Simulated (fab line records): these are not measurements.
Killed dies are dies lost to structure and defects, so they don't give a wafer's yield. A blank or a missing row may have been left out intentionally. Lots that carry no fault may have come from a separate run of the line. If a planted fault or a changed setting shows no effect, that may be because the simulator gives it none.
2 desks, one fault ; flow berkeley-cmos170 ; every desk sees just its own numbers, and what lay behind them comes last

## METROLOGY DESK
Lot by lot, what the gauges showed, no matter which tool ran the lot: averages of those sampled wafers that carry a number. Marked OUT: a lot whose mean sits more than 4 standard deviations from the usual mean, which makes it out of limits; the brackets give that distance.
Columns: A = GATE_OXIDE_THK at UCB170_GATE_THK_MEAS_02, usual 6.65 nm; B = NSD_RS at UCB170_SDANNEAL_RS_MEAS_03, usual 37.29 ohm/sq
lot;first seen here;A;B
L585;day 6 09:48;6.38;37.36
L587;day 6 09:50;6.56;37.33
L586;day 6 09:55;6.50;37.29
L589;day 7 10:33;6.65;37.25
L591;day 7 10:33;6.67;37.26
L588;day 7 10:35;6.66;37.29
L590;day 7 10:37;6.65;37.30
L594;day 8 05:19;8.80 (+17) OUT;37.30
L592;day 8 05:19;8.85 (+17) OUT;37.25
L593;day 8 05:23;8.85 (+17) OUT;37.28
L598;day 9 04:40;6.52;37.29
L607;day 11 15:10;6.80;37.24
L608;day 11 15:10;6.81;37.24
L606;day 11 15:14;6.60;37.37
This desk finds L592, L593, L594 out of limits, with the earliest case on L594 at day 8 05:19 (GATE_OXIDE_THK at UCB170_GATE_THK_MEAS_02). In limits: L585, L587, L586, L589, L591, L588, L590, L598, L607, L608, L606.

## FOR THE TOOL OWNER'S DESK: furnace-01
The tool's own readings at UCB170_GATE_OXIDATION_01 (target thk 6.6 nm, ox time 1800 s): means of the sampled wafers that have a number, for each lot that ran on this tool. Marked OUT: a lot whose mean sits more than 4 standard deviations from the usual mean, which makes it out of limits; the brackets give that distance.
Columns: A = tube-center-temp-C at UCB170_GATE_OXIDATION_01, usual 849.99 C; B = zone-power-source-pct at UCB170_GATE_OXIDATION_01, usual 22.1 %
lot;first seen here;A;B
L588;day 7 09:03;850.01;21.3
L589;day 7 09:03;849.97;20.9
L590;day 7 09:03;849.97;21.1
L591;day 7 09:03;849.98;21.3
L592;day 8 03:49;849.94;20.9
L593;day 8 03:49;849.98;21.0
L594;day 8 03:49;849.98;21.1
L606;day 11 13:40;850.05;21.2
L607;day 11 13:40;849.99;21.0
L608;day 11 13:40;850.05;21.2
Result from this desk: across the 10 lots, nothing is out of limits.

## TAKEN TOGETHER
On L592, L593, L594, the metrology desk was in a position to raise an alarm at day 8 05:19.
Nothing out of limits was seen by the tool owner's desk.
The tool owner's desk has L592, L593, L594 on record, within its limits.
The lots listed all ran UCB170_GATE_OXIDATION_01 on furnace-01.

## WHAT THE SIMULATOR HAD INSERTED
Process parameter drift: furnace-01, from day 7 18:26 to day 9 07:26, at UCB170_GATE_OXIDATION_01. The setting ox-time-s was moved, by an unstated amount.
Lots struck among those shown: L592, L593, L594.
Per desk, hours elapsed from the start of the fault to the first reading out of limits: for the metrology desk, 11.
